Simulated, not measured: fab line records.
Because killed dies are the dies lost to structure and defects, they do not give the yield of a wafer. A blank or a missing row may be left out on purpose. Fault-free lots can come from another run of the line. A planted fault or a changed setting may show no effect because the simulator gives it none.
A struck lot beside a sound one    flow rit-cmos    44 steps out of a route of 202
Sound: the wafers L992.1, L992.2, L992.3. The struck wafers were L993.1, L993.2, L993.3. The cause is named last.
Each step with rows lists, per side, the tool, then ch with its chambers, then its first start. Under that, the readings that differ: sound wafers    struck wafers    difference of the means    sigmas: that difference in standard deviations of wafers without a fault.
alike: a reading whose means differ by less than 2 such deviations, as well as words and numbers matching on both sides. not compared: withheld readings; readings where some wafer has no value; bounds like >300 that might hide an equal value; numbers whose values overlap and for which the record gives no deviation.
A row with sigmas, a row that says differs or no value, or rows on one side alone: a step with any of these is where the two part. Numbers that don't overlap but have no deviation are shown without sigmas and don't part them. A reading that every wafer of one side lacks parts them only if that side has two wafers or more.

first, 3 steps without rows for these wafers: RIT_REOX_CLEAN_01 (cleans in dHF, time 30 s); RIT_REOX_CLEAN_02 (cleans in SC2, time 600 s); RIT_REOX_OXIDATION_03 (target thk 25.2 nm, ox time 5580 s).
RIT_REOX_THK_MEAS_04:
  sound: film-metro-01 at day 5 11:44; struck: film-metro-03 at day 5 19:19
  alike: REOX_OXIDE_THK
then, 6 steps without rows for these wafers: RIT_NLDD_HMDS_00 (prime time 60 s); RIT_NLDD_COAT_01 (resist thk 1000 nm); RIT_NLDD_SOFTBAKE_02 (time 60 s); RIT_NLDD_EXPOSE_03 (exposes mask M7, target cd 40700 nm); RIT_NLDD_PEB_04; RIT_NLDD_DEVELOP_05 (develop time 50 s).
RIT_NLDD_OVL_MEAS_06:
  sound: overlay-01 at day 5 12:46; struck: overlay-01 at day 5 20:42
  alike: NLDD_OVL
then, 1 step without rows for these wafers: RIT_NLDD_HARDBAKE_07 (time 60 s).
RIT_NLDD_IMPLANT_08:
  sound on implanter-02 ch 0, day 5 13:05; struck on implanter-03 ch 0, day 5 20:53
reading                           sound                      struck                       difference  sigmas
dose-ions-cm2                     5e+14 5.008e+14 5.009e+14  9.98e+13 1.005e+14 9.92e+13  -4.01e+14   -99 or more
end-station-pressure-torr (Torr)  6.5e-06 6e-06 6.5e-06      5.8e-06 5.1e-06 5.2e-06      -9.7e-07    -3
faraday-current-uA                1590 1611 1624             317 311 319                  -1293       -43
RIT_NLDD_STRIP_09: strips in O2, time 180 s.
  sound on plasma-asher-04 ch 0,1, day 5 13:15; struck on plasma-asher-04 ch 0,1, day 5 21:02
  alike: drypump-motor-current-A
  not compared: rf-hours-counter-h
RIT_NLDD_TW_MEAS_10:
  sound: film-metro-04 at day 5 13:26; struck: film-metro-02 at day 5 21:13
reading  sound           struck          difference  sigmas
NLDD_TW  2492 2491 2488  1580 1560 1568  -921        -71
then, 6 steps without rows for these wafers: RIT_PLDD_HMDS_00 (prime time 60 s); RIT_PLDD_COAT_01 (resist thk 1000 nm); RIT_PLDD_SOFTBAKE_02 (time 60 s); RIT_PLDD_EXPOSE_03 (exposes mask M8, target cd 40900 nm); RIT_PLDD_PEB_04; RIT_PLDD_DEVELOP_05 (develop time 50 s).
RIT_PLDD_OVL_MEAS_06:
  sound: overlay-02 at day 5 14:28; struck: overlay-01 at day 5 22:07
  alike: PLDD_OVL
then, 2 steps without rows for these wafers: RIT_PLDD_HARDBAKE_07 (time 60 s); RIT_PLDD_IMPLANT_08.
RIT_PLDD_STRIP_09: strips in O2, time 180 s.
  sound on plasma-asher-01 ch 0,1, day 5 14:48; struck on plasma-asher-04 ch 0,1, day 5 22:27
  alike: drypump-motor-current-A
  not compared: rf-hours-counter-h
RIT_PLDD_TW_MEAS_10:
  sound: film-metro-02 at day 5 14:58; struck: film-metro-02 at day 5 22:38
  alike: PLDD_TW
then, 4 steps without rows for these wafers: RIT_SPACER_CLEAN_00 (cleans in SC1, time 600 s); RIT_SPACER_CLEAN_01 (cleans in dHF, time 30 s); RIT_SPACER_CLEAN_02 (cleans in SC2, time 600 s); RIT_SPACER_CVD_03 (deposits Si3N4 from SiH2Cl2/NH3, target thk 250 nm, time 3300 s).
RIT_SPACER_THK_MEAS_04:
  sound: film-metro-03 at day 5 18:28; struck: film-metro-03 at day 6 01:00
  alike: SPACER_NITRIDE_THK
RIT_SPACER_ETCHBACK_05: etches Si3N4 in SF6/CHF3, stops on SiO2, target depth 250 nm, time 240 s.
  sound on rie-diel-03 ch 0,1,3, day 5 18:32; struck on rie-diel-01 ch 0,1,3, day 6 01:04
  alike: drypump-motor-current-A, oes-product-au, throttle-valve-pct
  not compared: rf-hours-counter-h
then, 6 steps without rows for these wafers: RIT_NSD_HMDS_00 (prime time 60 s); RIT_NSD_COAT_01 (resist thk 1000 nm); RIT_NSD_SOFTBAKE_02 (time 60 s); RIT_NSD_EXPOSE_03 (exposes mask M9, target cd 40700 nm); RIT_NSD_PEB_04; RIT_NSD_DEVELOP_05 (develop time 50 s).
RIT_NSD_OVL_MEAS_06:
  sound: overlay-01 at day 5 19:32; struck: overlay-02 at day 6 02:04
  alike: NSD_OVL
then, 2 steps without rows for these wafers: RIT_NSD_HARDBAKE_07 (time 60 s); RIT_NSD_IMPLANT_08.
RIT_NSD_STRIP_09: strips in O2, time 180 s.
  sound on plasma-asher-04 ch 0,1, day 5 19:56; struck on plasma-asher-04 ch 0,1, day 6 02:24
  alike: drypump-motor-current-A
  not compared: rf-hours-counter-h
RIT_SDANNEAL_RS_MEAS_07: a four-point-probe measurement.
  sound: film-metro-01 at day 5 22:34; struck: film-metro-02 at day 6 04:52
reading           sound              struck             difference  sigmas
NLDD_RS (ohm/sq)  151.0 151.2 151.7  494.8 504.9 503.6  +349.8      +99 or more
RIT_M1_PROBE_99:
  sound: prober-02 at day 6 05:34; struck: prober-01 at day 6 12:04
  alike: killed_at_M0_to_M3, killed-at-front-end, killed-dies, killed-open, killed-short

## WHERE THEY PART
First at RIT_NLDD_IMPLANT_08; last, within this record, at RIT_SDANNEAL_RS_MEAS_07. Later steps at which nothing parts them and some readings are alike: RIT_M1_PROBE_99.

WHY: the cause the simulator had injected
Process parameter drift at RIT_NLDD_IMPLANT_08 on implanter-03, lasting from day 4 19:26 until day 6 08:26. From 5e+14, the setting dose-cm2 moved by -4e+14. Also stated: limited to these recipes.
